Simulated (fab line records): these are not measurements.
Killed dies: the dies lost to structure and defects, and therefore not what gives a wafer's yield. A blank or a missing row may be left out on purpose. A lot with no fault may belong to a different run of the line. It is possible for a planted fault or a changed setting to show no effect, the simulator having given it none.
A struck lot beside a sound one -- flow rit-cmos -- 20 out of 202 route steps
Sound: wafers L394.1, L394.2, L394.6. Wafers L402.3, L402.4, L402.5 were the ones struck. At the end, the cause is stated.
At each step with rows: each side's tool, then ch and its chambers, then its first start. Under that, the readings that differ: sound wafers -- struck wafers -- difference of the means -- sigmas: that difference in standard deviations of wafers without a fault.
alike: a reading whose means differ by less than 2 such deviations, as well as words and numbers matching on both sides. not compared: withheld readings; readings where some wafer has no value; bounds like >300 that might hide an equal value; numbers whose values overlap and for which the record gives no deviation.
The two part at a step that has a row with sigmas, a row that says differs or no value, or rows on one side only. When numbers do not overlap yet have no deviation, they are printed without sigmas and do not part them. Lack of a reading on every wafer of one side parts them only where that side has two or more wafers.

first, 2 steps without rows for these wafers: RIT_NWELL_HARDBAKE_07 (time 120 s); RIT_NWELL_IMPLANT_08.
RIT_NWELL_STRIP_09: strips in O2, time 180 s.
  sound on plasma-asher-03 ch 0,1, day 4 11:06; struck on plasma-asher-02 ch 0,1, day 6 05:14
  alike: drypump-motor-current-A
  not compared: rf-hours-counter-h
RIT_NWELL_TW_MEAS_10:
  sound on film-metro-04 at day 4 11:16; struck on film-metro-01 at day 6 05:22
reading,sound,struck,difference,sigmas
NWELL_TW,2194 2184 2187,2141 2129 2137,-53,-3
then, 6 steps without rows for these wafers: RIT_PWELL_HMDS_00 (prime time 60 s); RIT_PWELL_COAT_01 (resist thk 1300 nm); RIT_PWELL_SOFTBAKE_02 (time 60 s); RIT_PWELL_EXPOSE_03 (exposes mask M3, target cd 43700 nm); RIT_PWELL_PEB_04; RIT_PWELL_DEVELOP_05 (develop time 68 s).
RIT_PWELL_OVL_MEAS_06:
  sound on overlay-02 at day 4 12:13; struck on overlay-01 at day 6 06:18
  alike: PWELL_OVL
then, 1 step without rows for these wafers: RIT_PWELL_HARDBAKE_07 (time 120 s).
RIT_PWELL_IMPLANT_08:
  sound on implanter-03 ch 0, day 4 12:30; struck on implanter-01 ch 0, day 6 06:38
  alike: faraday-current-uA
RIT_PWELL_STRIP_09: strips in O2, time 180 s.
  sound on plasma-asher-03 ch 0,1, day 4 12:39; struck on plasma-asher-02 ch 0,1, day 6 06:47
  alike: drypump-motor-current-A
  not compared: rf-hours-counter-h
RIT_PWELL_TW_MEAS_10:
  sound on film-metro-04 at day 4 12:49; struck on film-metro-02 at day 6 06:55
  alike: PWELL_TW
then, 1 step without rows for these wafers: RIT_WELLDRIVE_ANNEAL_00 (time 14700 s).
RIT_WELLDRIVE_RS_MEAS_01: measurement is done with a four-point probe.
  sound on film-metro-04 at day 4 17:58; struck on film-metro-01 at day 6 13:37
reading,sound,struck,difference,sigmas
NWELL_RS (ohm/sq),274.5 274.5 273.7,276.0 276.7 276.1,+2.0,+2
RIT_WELLDRIVE_RS_MEAS_02: measurement is done with a four-point probe.
  sound on film-metro-04 at day 4 18:05; struck on film-metro-01 at day 6 13:44
reading,sound,struck,difference,sigmas
PWELL_RS (ohm/sq),423.2 423.7 423.8,434.3 434.1 434.5,+10.7,+7
then, 1 step without rows for these wafers: RIT_NRETRO_HMDS_00 (prime time 60 s).
RIT_M1_PROBE_99:
  rows exist in the record for the struck wafers here (prober-02, day 8 03:37), but not for the sound ones

WHERE THEY PART
At RIT_NWELL_TW_MEAS_10 first; at RIT_M1_PROBE_99 last (within this record only).

WHY: whatever the simulator had introduced
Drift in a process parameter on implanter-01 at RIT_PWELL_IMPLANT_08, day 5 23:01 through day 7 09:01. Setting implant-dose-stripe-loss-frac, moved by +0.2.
